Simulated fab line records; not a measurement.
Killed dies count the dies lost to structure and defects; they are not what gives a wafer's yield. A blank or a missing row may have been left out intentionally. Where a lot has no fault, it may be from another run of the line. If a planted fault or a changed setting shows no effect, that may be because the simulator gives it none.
fab line records	flow rit_cmos
[record] lots = 7	wafers = 21	last_day = 7
route steps=202 shown PWELL@44 WELLDRIVE@50 NWELL@51 NRETRO@53 M1@202
lots with no fault: from the same line, run without faults
start_h: hours from the record's first day to the start of the lot's first wafer shown	wait_h: hours since the lot's step before	" as in the row above	L1.1+2: a row that stands for several wafers	- no value, or no start given	* or withheld: withheld	< > ~ a bound
route shown NAME@n: names a module that has steps shown in the file, with the first one's number in the route	usual: the fault-free wafers' mean and standard deviation	same: alike in all rows	chamber/n: place in a boat	sites: readings site by site	_std_site: standard deviation of those values	_edge_site: outer sites' mean less inner sites'	radius_mm: for every site, how far away it sits from the centre of the wafer	mask NAME#n: copy n	behind: the tool/chamber that last shaped the wafer	hold: cause of the lot's hold/its duration in hours/its outcome	device: which transistor (n, p or np) failed to switch	end of line: the same wafers' tests at the end of the route	for a step that has no rows: nothing shown but its recipe	killed: at the first sort, the dies lost to defects and structure; wafer yield is something else	map: dies across one wafer; x = killed, . = not, _ = none there
set.NAME: setting as actually run; set.NAME@STEP: the setting as run at that earlier step	model.NAME: the simulator's own value behind a step, which no gauge read
a table for each step, a row for each wafer; lots at some steps of the route
services: the hour from which a tool's chamber was out of use, counted from the record's first day as start_h (under 0 if before that day), plus the number of hours and why
[[steps]]
[step RIT_PWELL_DEVELOP_05]
[recipe] resist = NOVOLAK	develop_time_s = 68	dev_temp_c = 23
[step RIT_PWELL_OVL_MEAS_06]
[usual] PWELL_OVL = -1.2/1.3
lot.wafer	tool	chamber	start_h	wait_h	PWELL_OVL[nm]
L571.1	overlay-02	-	22.12	-	-4.0
L571.2	"	-	"	"	-0.6
L571.5	"	-	"	"	-2.6
L577.1	overlay-01	-	51.81	-	-0.6
L577.3	"	-	"	"	-0.9
L577.4	"	-	"	"	1.2
L588.1	overlay-02	-	107.49	-	-1.4
L588.3	"	-	"	"	-1.4
L588.5	"	-	"	"	-3.7
L589.1	overlay-02	-	112.94	-	0.1
L589.2	"	-	"	"	-1.1
L589.4	"	-	"	"	-1.6
L591.3	overlay-01	-	123.43	-	-1.0
L591.5	"	-	"	"	0.4
L591.6	"	-	"	"	0.8
L592.1	overlay-01	-	128.55	-	-3.0
L592.3	"	-	"	"	-1.3
L592.5	"	-	"	"	-2.8
L593.1	overlay-01	-	135.09	-	-0.5
L593.4	"	-	"	"	0.0
L593.5	"	-	"	"	-0.1
[step RIT_PWELL_HARDBAKE_07]
[recipe] resist = NOVOLAK	temp_c = 140	time_s = 120
[step RIT_PWELL_IMPLANT_08]
[recipe] species = B	energy_kev = 167.6	dose_cm2 = 7e+13	tilt_deg = 7
[step RIT_PWELL_STRIP_09]
[recipe] chemistry = O2	time_s = 180	resist = NOVOLAK	platen_temp_c = withheld	power_w = 500	pressure_mtorr = 4000	o2_flow_sccm = 4000
[usual] drypump_motor_current_A = 5.8/0.51
[same] time_s = 180
lot.wafer	tool	chamber	start_h	wait_h	drypump_motor_current_A	rf_hours_counter_h
L571.1	plasma_asher-02	0	22.65	0.1	5.2	39
L571.2	"	1	"	"	5.2	39
L571.5	"	0	"	"	5.2	-
L577.1	plasma_asher-03	1	52.25	0.1	5.7	26
L577.3	"	1	"	"	5.7	-
L577.4	"	0	"	"	6.5	-
L588.1	plasma_asher-02	1	107.92	0.1	5.2	48
L588.3	"	1	"	"	5.2	-
L588.5	"	1	"	"	5.2	-
L589.1	plasma_asher-04	0	113.38	0.1	5.5	49
L589.2	"	1	"	"	6.3	49
L589.4	"	1	"	"	6.3	-
L591.3	plasma_asher-03	0	123.91	0.1	6.6	-
L591.5	"	1	"	"	5.7	-
L591.6	"	0	"	"	6.6	-
L592.1	plasma_asher-03	1	128.99	0.1	5.7	35
L592.3	"	1	"	"	5.7	-
L592.5	"	1	"	"	5.7	-
L593.1	plasma_asher-03	1	135.53	0.1	5.7	36
L593.4	"	0	"	"	6.5	-
L593.5	"	1	"	"	5.7	-
[step RIT_PWELL_TW_MEAS_10]
[usual] PWELL_TW = 947/5.2
lot.wafer	tool	chamber	start_h	wait_h	PWELL_TW
L571.1	film_metro-04	-	22.82	0.1	948
L571.2	"	-	"	"	951
L571.5	"	-	"	"	952
L577.1	film_metro-04	-	52.42	0.1	954
L577.3	"	-	"	"	956
L577.4	"	-	"	"	951
L588.1	film_metro-01	-	108.10	0.1	947
L588.3	"	-	"	"	947
L588.5	"	-	"	"	944
L589.1	film_metro-02	-	113.55	0.1	954
L589.2	"	-	"	"	951
L589.4	"	-	"	"	955
L591.3	film_metro-04	-	124.05	0.1	952
L591.5	"	-	"	"	951
L591.6	"	-	"	"	949
L592.1	film_metro-04	-	129.16	0.1	943
L592.3	"	-	"	"	944
L592.5	"	-	"	"	947
L593.1	film_metro-04	-	135.70	0.1	950
L593.4	"	-	"	"	946
L593.5	"	-	"	"	948
[step RIT_WELLDRIVE_ANNEAL_00]
[recipe] temp_c = 1100	time_s = 14700	ambient = N2
[step RIT_WELLDRIVE_RS_MEAS_01]
[recipe] thk_meas_gauge = four-point-probe
[usual] NWELL_RS = 275.2/0.7
lot.wafer	tool	chamber	start_h	wait_h	NWELL_RS[ohm/sq]
L571.1	film_metro-04	-	27.96	0.0	274.2
L571.2	"	-	"	"	275.2
L571.5	"	-	"	"	274.9
L577.1	film_metro-02	-	57.56	0.0	275.6
L577.3	"	-	"	"	275.6
L577.4	"	-	"	"	275.5
L588.1	film_metro-04	-	113.46	0.0	275.7
L588.3	"	-	"	"	275.1
L588.5	"	-	"	"	275.2
L589.1	film_metro-02	-	118.70	0.0	274.0
L589.2	"	-	"	"	274.8
L589.4	"	-	"	"	274.6
L591.3	film_metro-02	-	129.23	0.0	275.2
L591.5	"	-	"	"	275.7
L591.6	"	-	"	"	275.4
L592.1	film_metro-04	-	134.30	0.0	274.6
L592.3	"	-	"	"	275.3
L592.5	"	-	"	"	275.1
L593.1	film_metro-01	-	140.84	0.0	275.2
L593.4	"	-	"	"	275.2
L593.5	"	-	"	"	275.2
[step RIT_WELLDRIVE_RS_MEAS_02]
[recipe] thk_meas_gauge = four-point-probe
[usual] PWELL_RS = 429.5/1.3
lot.wafer	tool	chamber	start_h	wait_h	PWELL_RS[ohm/sq]
L571.1	film_metro-04	-	28.08	0.1	429.1
L571.2	"	-	"	"	429.3
L571.5	"	-	"	"	430.3
L577.1	film_metro-02	-	57.68	0.1	427.5
L577.3	"	-	"	"	428.6
L577.4	"	-	"	"	427.6
L588.1	film_metro-04	-	113.58	0.1	428.4
L588.3	"	-	"	"	429.4
L588.5	"	-	"	"	430.4
L589.1	film_metro-02	-	118.82	0.1	428.3
L589.2	"	-	"	"	429.2
L589.4	"	-	"	"	427.5
L591.3	film_metro-02	-	129.35	0.1	428.7
L591.5	"	-	"	"	428.4
L591.6	"	-	"	"	429.4
L592.1	film_metro-04	-	134.42	0.1	430.9
L592.3	"	-	"	"	429.3
L592.5	"	-	"	"	430.3
L593.1	film_metro-01	-	140.96	0.1	429.8
L593.4	"	-	"	"	429.5
L593.5	"	-	"	"	429.1
[step RIT_NRETRO_HMDS_00]
[recipe] prime_time_s = 60	prime_temp_c = 140
[step RIT_NRETRO_COAT_01]
[recipe] resist = NOVOLAK	spin_rpm = 2000	resist_thk_nm = 1300
[step RIT_NRETRO_SOFTBAKE_02]
[recipe] resist = NOVOLAK	temp_c = 90	time_s = 60
[step RIT_NRETRO_EXPOSE_03]
[recipe] mask_id = M4	na = 0.57	target_cd_nm = 43900	dose_mj = 250
[usual] stage_vel_mm_s = 500.01/0.25
lot.wafer	tool	chamber	start_h	wait_h	mask	stage_vel_mm_s	model.NRETRO.overlay_x_nm
L571.1	iline_stepper-01	0	28.65	0.1	M4#0	499.56	0.9684
L571.2	"	0	"	"	M4#0	500.23	0.9684
L571.5	"	0	"	"	M4#0	499.69	0.9684
L577.1	iline_stepper-02	0	58.25	0.1	M4#0	500.63	0.5436
L577.3	"	0	"	"	M4#0	500.33	0.5436
L577.4	"	0	"	"	M4#0	500.57	0.5436
L588.1	iline_stepper-01	0	114.15	0.1	M4#0	499.73	-181.7
L588.3	"	0	"	"	M4#0	499.78	-181.7
L588.5	"	0	"	"	M4#0	500.09	-181.7
L589.1	iline_stepper-02	0	119.51	0.2	M4#0	499.74	0.9795
L589.2	"	0	"	"	M4#0	499.73	0.9795
L589.4	"	0	"	"	M4#0	499.59	0.9795
L591.3	iline_stepper-01	0	130.05	0.2	M4#0	500.31	-179.5
L591.5	"	0	"	"	M4#0	499.96	-179.5
L591.6	"	0	"	"	M4#0	500.11	-179.5
L592.1	iline_stepper-01	0	134.99	0.1	M4#0	499.96	-179.9
L592.3	"	0	"	"	M4#0	499.31	-179.9
L592.5	"	0	"	"	M4#0	499.97	-179.9
L593.1	iline_stepper-02	0	141.78	0.4	M4#0	500.23	-0.3136
L593.4	"	0	"	"	M4#0	499.85	-0.3136
L593.5	"	0	"	"	M4#0	500.02	-0.3136
[step RIT_NRETRO_PEB_04]
[recipe] resist = NOVOLAK	temp_c = withheld	time_s = withheld
[step RIT_NRETRO_DEVELOP_05]
[recipe] resist = NOVOLAK	develop_time_s = 68	dev_temp_c = 23
[step RIT_NRETRO_OVL_MEAS_06]
[usual] NRETRO_OVL = 0.8/1.3
lot.wafer	tool	chamber	start_h	wait_h	NRETRO_OVL[nm]
L571.1	overlay-02	-	29.08	-	1.8
L571.2	"	-	"	"	1.6
L571.5	"	-	"	"	1.1
L577.1	overlay-01	-	58.68	-	2.4
L577.3	"	-	"	"	1.5
L577.4	"	-	"	"	2.3
L588.1	overlay-01	-	114.58	-	-179.2
L588.3	"	-	"	"	-181.5
L588.5	"	-	"	"	-180.9
L589.1	overlay-01	-	119.94	-	2.0
L589.2	"	-	"	"	1.6
L589.4	"	-	"	"	2.0
L591.3	overlay-01	-	130.45	-	-178.2
L591.5	"	-	"	"	-178.4
L591.6	"	-	"	"	-176.8
L592.1	overlay-02	-	135.42	-	-179.2
L592.3	"	-	"	"	-180.3
L592.5	"	-	"	"	-180.7
L593.1	overlay-02	-	142.21	-	0.4
L593.4	"	-	"	"	2.5
L593.5	"	-	"	"	0.5
[step RIT_NRETRO_HARDBAKE_07]
[recipe] resist = NOVOLAK	temp_c = 140	time_s = 120
[step RIT_M1_PROBE_99]
[usual] killed_at_contacts = 0.1/0.31	killed_at_front_end = 6.3/3	killed_dies = 6.4/3	killed_open = 3/1.9	killed_short = 3.4/1.9
[same] gross_dies = 264	killed_at_M0_to_M3 = 0	killed_at_M4_up = 0	killed_at_back_side = 0	killed_at_other = 0
lot.wafer	tool	chamber	start_h	wait_h	killed_at_contacts	killed_at_front_end	killed_dies	killed_open	killed_short	model.etest.retro_edge_pmos.off_log10_a_um	model.etest.retro_edge_nmos.off_log10_a_um
L571.1	prober-01	-	56.51	0.1	0	5	5	2	3	-10.34	-10.12
L571.2	prober-01	-	56.56	0.1	0	10	10	6	4	-10.5	-9.92
L571.5	prober-01	-	56.71	0.2	0	6	6	3	3	-10.22	-9.919
L577.1	prober-01	-	85.93	0.1	0	0	0	0	0	-10.14	-10.45
L577.3	prober-01	-	86.03	0.2	0	5	5	2	3	-10.24	-10.48
L577.4	prober-01	-	86.08	0.2	0	3	3	0	3	-10.09	-9.849
L588.1	prober-02	-	147.01	0.1	0	7	7	3	4	-9.008	-8.636
L588.3	prober-02	-	147.11	0.2	1	5	6	1	5	-8.985	-8.608
L588.5	prober-02	-	147.21	0.2	0	7	7	2	5	-9.047	-9.041
L589.1	prober-01	-	152.63	0.1	1	4	5	3	2	-10.39	-10.17
L589.2	prober-01	-	152.68	0.1	0	6	6	3	3	-10.28	-9.941
L589.4	prober-01	-	152.78	0.2	1	8	9	6	3	-10.53	-9.911
L591.3	prober-01	-	162.02	0.2	0	7	7	4	3	-8.884	-8.875
L591.5	prober-01	-	162.12	0.2	0	7	7	5	2	-8.875	-8.907
L591.6	prober-01	-	162.17	0.2	1	4	5	1	4	-8.902	-8.574
L592.1	prober-02	-	170.99	0.1	0	11	11	6	5	-9.331	-8.828
L592.3	prober-02	-	171.09	0.2	0	9	9	6	3	-9.132	-8.816
L592.5	prober-02	-	171.19	0.2	0	5	5	1	4	-8.936	-9.018
L593.1	prober-01	-	179.13	0.1	0	5	5	4	1	-10.59	-10.27
L593.4	prober-01	-	179.28	0.2	0	8	8	4	4	-10.2	-9.95
L593.5	prober-01	-	179.33	0.2	0	2	2	1	1	-10.61	-10.48
// killed by level:class
L571.1 FOX1:geometric_particle:short=2 FOX2:geometric_particle:open=1 GATE:geometric_particle:short=1 GATE:geometric_particle:open=1
L571.2 GATE:geometric_particle:short=4 GATE:geometric_particle:open=4 REOX:geometric_particle:open=1 SILICIDE:geometric_particle:open=1
L571.5 GATE:geometric_particle:open=2 SILICIDE:geometric_particle:short=2 REOX:geometric_particle:short=1 SPACER:geometric_particle:open=1
L577.3 GATE:geometric_particle:short=3 GATE:geometric_particle:open=2
L577.4 GATE:geometric_particle:short=2 REOX:geometric_particle:short=1
L588.1 FOX1:geometric_particle:short=2 GATE:geometric_particle:open=2 FOX1:geometric_particle:open=1 FOX2:geometric_particle:short=1 REOX:geometric_particle:short=1
L588.3 FOX1:geometric_particle:short=2 GATE:geometric_particle:short=2 ACTIVE:geometric_particle:open=1 CONTACT:geometric_particle:short=1
L588.5 FOX2:geometric_particle:short=1 GATE:geometric_particle:open=1 GATE:geometric_particle:short=1 REOX:geometric_particle:open=1 REOX:geometric_particle:short=1 SPACER:geometric_particle:short=1 SILICIDE:geometric_particle:short=1
L589.1 GATE:geometric_particle:short=2 GATE:geometric_particle:open=1 SILICIDE:geometric_particle:open=1 CONTACT:geometric_particle:open=1
L589.2 GATE:geometric_particle:short=3 GATE:geometric_particle:open=3
L589.4 GATE:geometric_particle:open=3 FOX1:geometric_particle:open=1 FOX2:geometric_particle:short=1 REOX:geometric_particle:open=1 REOX:geometric_particle:short=1 SPACER:geometric_particle:open=1 CONTACT:geometric_particle:short=1
L591.3 GATE:geometric_particle:open=1 GATE:geometric_particle:short=1 REOX:geometric_particle:open=1 REOX:geometric_particle:short=1 SPACER:geometric_particle:short=1 SPACER:geometric_particle:open=1 SILICIDE:geometric_particle:open=1
L591.5 FOX1:geometric_particle:open=2 FOX1:geometric_particle:short=1 GATE:geometric_particle:open=1 REOX:geometric_particle:open=1 SPACER:geometric_particle:open=1 SILICIDE:geometric_particle:short=1
L591.6 SPACER:geometric_particle:short=2 ACTIVE:geometric_particle:short=1 GATE:geometric_particle:open=1 CONTACT:geometric_particle:short=1
L592.1 SPACER:geometric_particle:open=3 FOX2:geometric_particle:short=2 REOX:geometric_particle:open=2 SPACER:geometric_particle:short=2 GATE:geometric_particle:short=1 SILICIDE:geometric_particle:open=1
L592.3 SPACER:geometric_particle:open=3 GATE:geometric_particle:short=1 GATE:geometric_particle:open=1 REOX:geometric_particle:short=1 REOX:geometric_particle:open=1 SPACER:geometric_particle:short=1 SILICIDE:geometric_particle:open=1
L592.5 GATE:geometric_particle:short=3 GATE:geometric_particle:open=1 REOX:geometric_particle:short=1
L593.1 FOX2:geometric_particle:open=1 GATE:geometric_particle:open=1 SPACER:geometric_particle:open=1 SILICIDE:geometric_particle:short=1 STARTING-WAFER:geometric_particle:open=1
L593.4 GATE:geometric_particle:short=4 FOX1:geometric_particle:open=1 GATE:geometric_particle:open=1 REOX:geometric_particle:open=1 SILICIDE:geometric_particle:open=1
L593.5 GATE:geometric_particle:open=1 SPACER:geometric_particle:short=1
[[services]]
tool	chamber	start_h	hours	kind
plasma_asher-03	-	7.97	3.3	repair
iline_stepper-02	0	18.97	-	calibration
plasma_asher-02	-	23.58	2.8	pm
iline_stepper-02	-	35.18	1.7	pm
plasma_asher-04	-	57.82	14.6	pm
plasma_asher-04	-	74.78	2.2	repair
plasma_asher-02	-	77.73	3.1	repair
iline_stepper-01	-	91.27	1.7	pm
plasma_asher-04	-	114.19	2.8	repair
plasma_asher-04	-	129.31	4.3	pm
[[key]]
[first_sign] step = RIT_NRETRO_OVL_MEAS_06	reading = NRETRO_OVL	direction = down	sigmas = 99+	usual = 0.8	struck = -179.5
effect none on later readings
[model_effect] step = RIT_NRETRO_EXPOSE_03	value = NRETRO.overlay_x_nm	without = -0.3902	struck = -180.4
[model_effect] step = RIT_M1_PROBE_99	value = etest.retro_edge_pmos.off_log10_a_um	without = -10.2	struck = -9.011
met_at RIT_NRETRO_EXPOSE_03
struck_wafers L588.1,L588.3,L588.5,L591.3,L591.5,L591.6,L592.1,L592.3,L592.5
tester_left_out L588,L591,L592
onset_between 28.65 114.15
[fault] kind = scanner_matching_overlay	tool = iline_stepper-01	chamber = -	onset_h = 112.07	steps = RIT_NRETRO_EXPOSE_03	offset = -180
// tester_left_out: of these lots the tester's yield and bins aren't shown, on N5 and GAA mostly nor the transistor test; their killed dies are dies lost to structure and defects alone, not to doping, threshold or leakage, so they don't give the yield
